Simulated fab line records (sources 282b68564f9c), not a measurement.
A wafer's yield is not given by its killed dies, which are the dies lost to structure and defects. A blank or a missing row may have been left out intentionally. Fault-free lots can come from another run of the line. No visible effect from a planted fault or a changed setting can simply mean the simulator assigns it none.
fab line records :: flow rit-cmos
[record]
  lots = 14
  wafers = 42
  last-day = 7
route steps=202 shown PRETRO@65 M1@202
lots that met no fault: from a run of the same line without faults
start-h: hours from the record's first day to the start of the lot's first wafer shown :: wait-h: hours since the lot's step before :: " the same as in the row above :: L1.1+2: a row that stands for several wafers :: - either no value or no given start :: * or withheld: withheld :: < > ~ a bound
route shown NAME@n: names a module that has steps shown in the file, with the first one's number in the route :: usual: mean/standard deviation of fault-free wafers :: same: alike in all rows :: chamber/n: place in a boat :: sites: per-site readings :: _std_site: standard deviation across them :: _edge_site: the outer-site mean with the inner-site mean subtracted :: radius-mm: for every site, how far away it sits from the centre of the wafer :: mask NAME#n: copy n :: behind: the last tool/chamber to shape the wafer :: hold: what put the lot on hold/how long, in hours/how the hold closed :: device: names the non-switching transistor (n, p or np) :: end of line: tests run on the same wafers once the route is complete :: for a step that has no rows: nothing shown but its recipe :: killed: dies that structure and defects cost at the first sort, which is not the same as the wafer's yield :: map: per-die view of a wafer (x killed, . not killed, _ where there is no die)
set.NAME: setting as actually run; set.NAME@STEP: the setting as run at that earlier step :: model.NAME: the simulator's own value behind a step, which no gauge read
steps of the route over a sample of lots; a table a step, a row a wafer
[[steps]]
[step RIT_PRETRO_COAT_01]
[recipe]
  resist = NOVOLAK
  spin-rpm = 2000
  resist-thk-nm = 1300
[usual]
  chill-plate-temp-C = 23.01/0.089
  spin-speed-rpm = 2000.0/1.3
lot.wafer: L930.1
tool: litho-track-01
chamber: 0
start-h: 35.59
wait-h: 0.1
chill-plate-temp-C: 23.00
spin-speed-rpm: 2000.8

lot.wafer: L930.5
tool: litho-track-01
chamber: 0
start-h: 35.59
wait-h: 0.1
chill-plate-temp-C: 22.88
spin-speed-rpm: 1997.2

lot.wafer: L930.6
tool: litho-track-01
chamber: 0
start-h: 35.59
wait-h: 0.1
chill-plate-temp-C: 23.22
spin-speed-rpm: 2001.7

lot.wafer: L931.1
tool: litho-track-02
chamber: 0
start-h: 40.99
wait-h: 0.1
chill-plate-temp-C: 23.06
spin-speed-rpm: 1998.6

lot.wafer: L931.5
tool: litho-track-02
chamber: 0
start-h: 40.99
wait-h: 0.1
chill-plate-temp-C: 22.94
spin-speed-rpm: 2000.2

lot.wafer: L931.6
tool: litho-track-02
chamber: 0
start-h: 40.99
wait-h: 0.1
chill-plate-temp-C: 22.86
spin-speed-rpm: 2000.4

lot.wafer: L932.1
tool: litho-track-03
chamber: 0
start-h: 46.01
wait-h: 0.1
chill-plate-temp-C: 23.22
spin-speed-rpm: 1999.8

lot.wafer: L932.2
tool: litho-track-03
chamber: 0
start-h: 46.01
wait-h: 0.1
chill-plate-temp-C: 23.05
spin-speed-rpm: 1999.5

lot.wafer: L932.3
tool: litho-track-03
chamber: 0
start-h: 46.01
wait-h: 0.1
chill-plate-temp-C: 22.95
spin-speed-rpm: 1999.7

lot.wafer: L935.2
tool: litho-track-01
chamber: 0
start-h: 59.83
wait-h: 0.1
chill-plate-temp-C: 23.06
spin-speed-rpm: 2000.9

lot.wafer: L935.3
tool: litho-track-01
chamber: 0
start-h: 59.83
wait-h: 0.1
chill-plate-temp-C: 23.12
spin-speed-rpm: 1998.9

lot.wafer: L935.6
tool: litho-track-01
chamber: 0
start-h: 59.83
wait-h: 0.1
chill-plate-temp-C: 22.95
spin-speed-rpm: 1999.2

lot.wafer: L936.3
tool: litho-track-03
chamber: 0
start-h: 65.46
wait-h: 0.1
chill-plate-temp-C: 22.99
spin-speed-rpm: 1999.6

lot.wafer: L936.5
tool: litho-track-03
chamber: 0
start-h: 65.46
wait-h: 0.1
chill-plate-temp-C: 23.01
spin-speed-rpm: 1999.3

lot.wafer: L936.6
tool: litho-track-03
chamber: 0
start-h: 65.46
wait-h: 0.1
chill-plate-temp-C: 23.20
spin-speed-rpm: 1996.6

lot.wafer: L937.2
tool: litho-track-01
chamber: 0
start-h: 69.82
wait-h: 0.1
chill-plate-temp-C: 23.19
spin-speed-rpm: 1999.1

lot.wafer: L937.5
tool: litho-track-01
chamber: 0
start-h: 69.82
wait-h: 0.1
chill-plate-temp-C: 23.05
spin-speed-rpm: 1996.6

lot.wafer: L937.6
tool: litho-track-01
chamber: 0
start-h: 69.82
wait-h: 0.1
chill-plate-temp-C: 23.04
spin-speed-rpm: 1999.9

lot.wafer: L938.3
tool: litho-track-02
chamber: 0
start-h: 76.43
wait-h: 0.1
chill-plate-temp-C: 23.05
spin-speed-rpm: 1997.8

lot.wafer: L938.4
tool: litho-track-02
chamber: 0
start-h: 76.43
wait-h: 0.1
chill-plate-temp-C: 22.85
spin-speed-rpm: 1997.8

lot.wafer: L938.6
tool: litho-track-02
chamber: 0
start-h: 76.43
wait-h: 0.1
chill-plate-temp-C: 23.04
spin-speed-rpm: 2000.3

lot.wafer: L940.2
tool: litho-track-02
chamber: 0
start-h: 84.77
wait-h: 0.1
chill-plate-temp-C: 22.96
spin-speed-rpm: 2001.1

lot.wafer: L940.3
tool: litho-track-02
chamber: 0
start-h: 84.77
wait-h: 0.1
chill-plate-temp-C: 22.97
spin-speed-rpm: 1999.9

lot.wafer: L940.6
tool: litho-track-02
chamber: 0
start-h: 84.77
wait-h: 0.1
chill-plate-temp-C: 22.96
spin-speed-rpm: 2000.6

lot.wafer: L941.1
tool: litho-track-02
chamber: 0
start-h: 89.92
wait-h: 0.1
chill-plate-temp-C: 22.96
spin-speed-rpm: 2000.0

lot.wafer: L941.2
tool: litho-track-02
chamber: 0
start-h: 89.92
wait-h: 0.1
chill-plate-temp-C: 23.02
spin-speed-rpm: 1997.6

lot.wafer: L941.5
tool: litho-track-02
chamber: 0
start-h: 89.92
wait-h: 0.1
chill-plate-temp-C: 23.05
spin-speed-rpm: 1997.7

lot.wafer: L942.3
tool: litho-track-02
chamber: 0
start-h: 95.54
wait-h: 0.1
chill-plate-temp-C: 22.99
spin-speed-rpm: 2000.2

lot.wafer: L942.5
tool: litho-track-02
chamber: 0
start-h: 95.54
wait-h: 0.1
chill-plate-temp-C: 23.04
spin-speed-rpm: 1999.8

lot.wafer: L942.6
tool: litho-track-02
chamber: 0
start-h: 95.54
wait-h: 0.1
chill-plate-temp-C: 22.99
spin-speed-rpm: 1999.4

lot.wafer: L943.1
tool: litho-track-01
chamber: 0
start-h: 100.46
wait-h: 0.1
chill-plate-temp-C: 22.99
spin-speed-rpm: 1997.7

lot.wafer: L943.3
tool: litho-track-01
chamber: 0
start-h: 100.46
wait-h: 0.1
chill-plate-temp-C: 22.98
spin-speed-rpm: 2002.1

lot.wafer: L943.4
tool: litho-track-01
chamber: 0
start-h: 100.46
wait-h: 0.1
chill-plate-temp-C: 22.96
spin-speed-rpm: 1999.6

lot.wafer: L949.1
tool: litho-track-02
chamber: 0
start-h: 129.98
wait-h: 0.1
chill-plate-temp-C: 23.11
spin-speed-rpm: 1964.9

lot.wafer: L949.2
tool: litho-track-02
chamber: 0
start-h: 129.98
wait-h: 0.1
chill-plate-temp-C: 23.13
spin-speed-rpm: 1966.5

lot.wafer: L949.6
tool: litho-track-02
chamber: 0
start-h: 129.98
wait-h: 0.1
chill-plate-temp-C: 23.05
spin-speed-rpm: 1964.4

lot.wafer: L951.2
tool: litho-track-02
chamber: 0
start-h: 139.65
wait-h: 0.1
chill-plate-temp-C: 22.92
spin-speed-rpm: 1966.6

lot.wafer: L951.4
tool: litho-track-02
chamber: 0
start-h: 139.65
wait-h: 0.1
chill-plate-temp-C: 23.01
spin-speed-rpm: 1966.1

lot.wafer: L951.6
tool: litho-track-02
chamber: 0
start-h: 139.65
wait-h: 0.1
chill-plate-temp-C: 23.03
spin-speed-rpm: 1966.0

lot.wafer: L952.1
tool: litho-track-01
chamber: 0
start-h: 145.03
wait-h: 0.1
chill-plate-temp-C: 23.09
spin-speed-rpm: 2002.4

lot.wafer: L952.2
tool: litho-track-01
chamber: 0
start-h: 145.03
wait-h: 0.1
chill-plate-temp-C: 22.94
spin-speed-rpm: 2002.0

lot.wafer: L952.3
tool: litho-track-01
chamber: 0
start-h: 145.03
wait-h: 0.1
chill-plate-temp-C: 23.10
spin-speed-rpm: 1998.8
[step RIT_M1_PROBE_99]
[usual]
  killed-at-contacts = 0.0/0.22
  killed-at-front-end = 6.5/3
  killed-dies = 6.6/3
  killed-open = 3.4/2.2
  killed-short = 3.3/1.7
[same]
  gross-dies = 264
  killed_at_M0_to_M3 = 0
  killed_at_M4_up = 0
  killed-at-back-side = 0
  killed-at-other = 0
lot.wafer: L932.1
tool: prober-02
chamber: -
start-h: 72.09
wait-h: 0.1
killed-at-contacts: 0
killed-at-front-end: 9
killed-dies: 9
killed-open: 4
killed-short: 5

lot.wafer: L932.2
tool: prober-02
chamber: -
start-h: 72.14
wait-h: 0.1
killed-at-contacts: 0
killed-at-front-end: 12
killed-dies: 12
killed-open: 3
killed-short: 9

lot.wafer: L932.3
tool: prober-02
chamber: -
start-h: 72.19
wait-h: 0.2
killed-at-contacts: 0
killed-at-front-end: 9
killed-dies: 9
killed-open: 4
killed-short: 5

lot.wafer: L935.2
tool: prober-01
chamber: -
start-h: 86.04
wait-h: 0.1
killed-at-contacts: 0
killed-at-front-end: 4
killed-dies: 4
killed-open: 2
killed-short: 2

lot.wafer: L935.3
tool: prober-01
chamber: -
start-h: 86.09
wait-h: 0.2
killed-at-contacts: 0
killed-at-front-end: 6
killed-dies: 6
killed-open: 2
killed-short: 4

lot.wafer: L935.6
tool: prober-01
chamber: -
start-h: 86.24
wait-h: 0.2
killed-at-contacts: 0
killed-at-front-end: 3
killed-dies: 3
killed-open: 1
killed-short: 2

lot.wafer: L937.2
tool: prober-01
chamber: -
start-h: 96.90
wait-h: 0.1
killed-at-contacts: 0
killed-at-front-end: 10
killed-dies: 10
killed-open: 3
killed-short: 7

lot.wafer: L937.5
tool: prober-01
chamber: -
start-h: 97.05
wait-h: 0.2
killed-at-contacts: 0
killed-at-front-end: 7
killed-dies: 7
killed-open: 5
killed-short: 2

lot.wafer: L937.6
tool: prober-01
chamber: -
start-h: 97.10
wait-h: 0.2
killed-at-contacts: 0
killed-at-front-end: 7
killed-dies: 7
killed-open: 2
killed-short: 5

lot.wafer: L938.3
tool: prober-02
chamber: -
start-h: 103.76
wait-h: 0.2
killed-at-contacts: 0
killed-at-front-end: 15
killed-dies: 15
killed-open: 12
killed-short: 3

lot.wafer: L938.4
tool: prober-02
chamber: -
start-h: 103.81
wait-h: 0.2
killed-at-contacts: 0
killed-at-front-end: 6
killed-dies: 6
killed-open: 4
killed-short: 2

lot.wafer: L938.6
tool: prober-02
chamber: -
start-h: 103.91
wait-h: 0.2
killed-at-contacts: 0
killed-at-front-end: 7
killed-dies: 7
killed-open: 4
killed-short: 3

lot.wafer: L941.1
tool: prober-01
chamber: -
start-h: 116.30
wait-h: 0.1
killed-at-contacts: 0
killed-at-front-end: 5
killed-dies: 5
killed-open: 3
killed-short: 2

lot.wafer: L941.2
tool: prober-01
chamber: -
start-h: 116.35
wait-h: 0.1
killed-at-contacts: 1
killed-at-front-end: 4
killed-dies: 5
killed-open: 2
killed-short: 3

lot.wafer: L941.5
tool: prober-01
chamber: -
start-h: 116.50
wait-h: 0.2
killed-at-contacts: 0
killed-at-front-end: 9
killed-dies: 9
killed-open: 5
killed-short: 4

lot.wafer: L942.3
tool: prober-02
chamber: -
start-h: 122.76
wait-h: 0.2
killed-at-contacts: 0
killed-at-front-end: 4
killed-dies: 4
killed-open: 1
killed-short: 3

lot.wafer: L942.5
tool: prober-02
chamber: -
start-h: 122.86
wait-h: 0.2
killed-at-contacts: 0
killed-at-front-end: 7
killed-dies: 7
killed-open: 5
killed-short: 2

lot.wafer: L942.6
tool: prober-02
chamber: -
start-h: 122.91
wait-h: 0.2
killed-at-contacts: 0
killed-at-front-end: 7
killed-dies: 7
killed-open: 3
killed-short: 4

lot.wafer: L949.1
tool: prober-01
chamber: -
start-h: 158.44
wait-h: 0.1
killed-at-contacts: 0
killed-at-front-end: 7
killed-dies: 7
killed-open: 5
killed-short: 2

lot.wafer: L949.2
tool: prober-01
chamber: -
start-h: 158.49
wait-h: 0.1
killed-at-contacts: 0
killed-at-front-end: 2
killed-dies: 2
killed-open: 1
killed-short: 1

lot.wafer: L949.6
tool: prober-01
chamber: -
start-h: 158.69
wait-h: 0.2
killed-at-contacts: 0
killed-at-front-end: 3
killed-dies: 3
killed-open: 2
killed-short: 1

lot.wafer: L952.1
tool: prober-02
chamber: -
start-h: 171.51
wait-h: 0.1
killed-at-contacts: 0
killed-at-front-end: 7
killed-dies: 7
killed-open: 3
killed-short: 4

lot.wafer: L952.2
tool: prober-02
chamber: -
start-h: 171.56
wait-h: 0.1
killed-at-contacts: 1
killed-at-front-end: 5
killed-dies: 6
killed-open: 2
killed-short: 4

lot.wafer: L952.3
tool: prober-02
chamber: -
start-h: 171.61
wait-h: 0.2
killed-at-contacts: 0
killed-at-front-end: 15
killed-dies: 15
killed-open: 6
killed-short: 9
// killed by level:class
L932.1 GATE:geometric-particle:short=3 GATE:geometric-particle:open=2 FOX1:geometric-particle:open=1 FOX1:geometric-particle:short=1 FOX2:geometric-particle:short=1 FOX2:geometric-particle:open=1
L932.2 GATE:geometric-particle:short=3 FOX2:geometric-particle:short=2 SPACER:geometric-particle:open=2 FOX1:geometric-particle:short=1 REOX:geometric-particle:short=1 SPACER:geometric-particle:short=1 SILICIDE:geometric-particle:open=1 SILICIDE:geometric-particle:short=1
L932.3 GATE:geometric-particle:open=3 FOX1:geometric-particle:short=2 GATE:geometric-particle:short=2 REOX:geometric-particle:open=1 SPACER:geometric-particle:short=1
L935.2 FOX2:geometric-particle:open=1 GATE:geometric-particle:short=1 REOX:geometric-particle:short=1 REOX:geometric-particle:open=1
L935.3 GATE:geometric-particle:short=2 FOX2:geometric-particle:short=1 GATE:geometric-particle:open=1 REOX:geometric-particle:short=1 REOX:geometric-particle:open=1
L935.6 FOX2:geometric-particle:short=1 GATE:geometric-particle:open=1 GATE:geometric-particle:short=1
L937.2 SPACER:geometric-particle:short=3 GATE:geometric-particle:short=2 FOX1:geometric-particle:short=1 FOX2:geometric-particle:short=1 GATE:geometric-particle:open=1 REOX:geometric-particle:open=1 SPACER:geometric-particle:open=1
L937.5 GATE:geometric-particle:short=2 REOX:geometric-particle:open=2 SILICIDE:geometric-particle:open=2 FOX1:geometric-particle:open=1
L937.6 GATE:geometric-particle:short=5 FOX1:geometric-particle:open=2
L938.3 GATE:geometric-particle:open=5 FOX1:geometric-particle:open=3 SPACER:geometric-particle:open=2 ACTIVE:geometric-particle:open=1 FOX1:geometric-particle:short=1 GATE:geometric-particle:short=1 SILICIDE:geometric-particle:open=1 SILICIDE:geometric-particle:short=1
L938.4 GATE:geometric-particle:open=2 GATE:geometric-particle:short=2 FOX2:geometric-particle:open=1 SILICIDE:geometric-particle:open=1
L938.6 REOX:geometric-particle:open=3 GATE:geometric-particle:short=2 SPACER:geometric-particle:short=1 SILICIDE:geometric-particle:open=1
L941.1 FOX1:geometric-particle:open=2 FOX1:geometric-particle:short=1 GATE:geometric-particle:open=1 GATE:geometric-particle:short=1
L941.2 FOX1:geometric-particle:short=1 GATE:geometric-particle:short=1 GATE:geometric-particle:open=1 REOX:geometric-particle:open=1 CONTACT:geometric-particle:short=1
L941.5 FOX1:geometric-particle:open=2 FOX2:geometric-particle:short=2 SPACER:geometric-particle:open=2 FOX1:geometric-particle:short=1 SILICIDE:geometric-particle:short=1 SILICIDE:geometric-particle:open=1
L942.3 GATE:geometric-particle:short=2 GATE:geometric-particle:open=1 SILICIDE:geometric-particle:short=1
L942.5 FOX1:geometric-particle:short=2 FOX2:geometric-particle:open=2 FOX1:geometric-particle:open=1 GATE:geometric-particle:open=1 SPACER:geometric-particle:open=1
L942.6 FOX1:geometric-particle:short=2 FOX2:geometric-particle:open=1 GATE:geometric-particle:short=1 GATE:geometric-particle:open=1 SPACER:geometric-particle:short=1 SPACER:geometric-particle:open=1
L949.1 SILICIDE:geometric-particle:open=2 FOX1:geometric-particle:open=1 FOX2:geometric-particle:short=1 FOX2:geometric-particle:open=1 REOX:geometric-particle:short=1 SPACER:geometric-particle:open=1
L949.2 FOX1:geometric-particle:short=1 GATE:geometric-particle:open=1
L949.6 FOX1:geometric-particle:open=1 GATE:geometric-particle:short=1 SPACER:geometric-particle:open=1
L952.1 GATE:geometric-particle:short=3 FOX2:geometric-particle:open=2 SPACER:geometric-particle:short=1 SILICIDE:geometric-particle:open=1
L952.2 GATE:geometric-particle:open=2 GATE:geometric-particle:short=2 FOX1:geometric-particle:short=1 CONTACT:geometric-particle:short=1
L952.3 GATE:geometric-particle:short=5 FOX1:geometric-particle:open=2 FOX1:geometric-particle:short=2 GATE:geometric-particle:open=2 FOX2:geometric-particle:open=1 FOX2:geometric-particle:short=1 REOX:geometric-particle:open=1 SPACER:geometric-particle:short=1
[[key]]
[first-sign]
  step = RIT_PRETRO_COAT_01
  reading = spin-speed-rpm
  direction = down
  sigmas = 26
  usual = 2000.0
  struck = 1965.7
effect none on later readings
met-at RIT_PRETRO_COAT_01
struck-lots L949,L951
tester-left-out L949,L951
onset-between 95.54 129.98
[fault]
  kind = process-parameter-drift
  tool = litho-track-02
  chamber = -
  onset-h = 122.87
  steps = RIT_PRETRO_COAT_01
  channel = spin-rpm
  offset = -33.998
  shape = step
  end-h = 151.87
  acts-in = these-recipes-only
  stated = 2000
// tester-left-out: of these lots the tester's yield and bins aren't shown, on N5 and GAA mostly nor the transistor test; their killed dies are dies lost to structure and defects alone, not to doping, threshold or leakage, so they don't give the yield
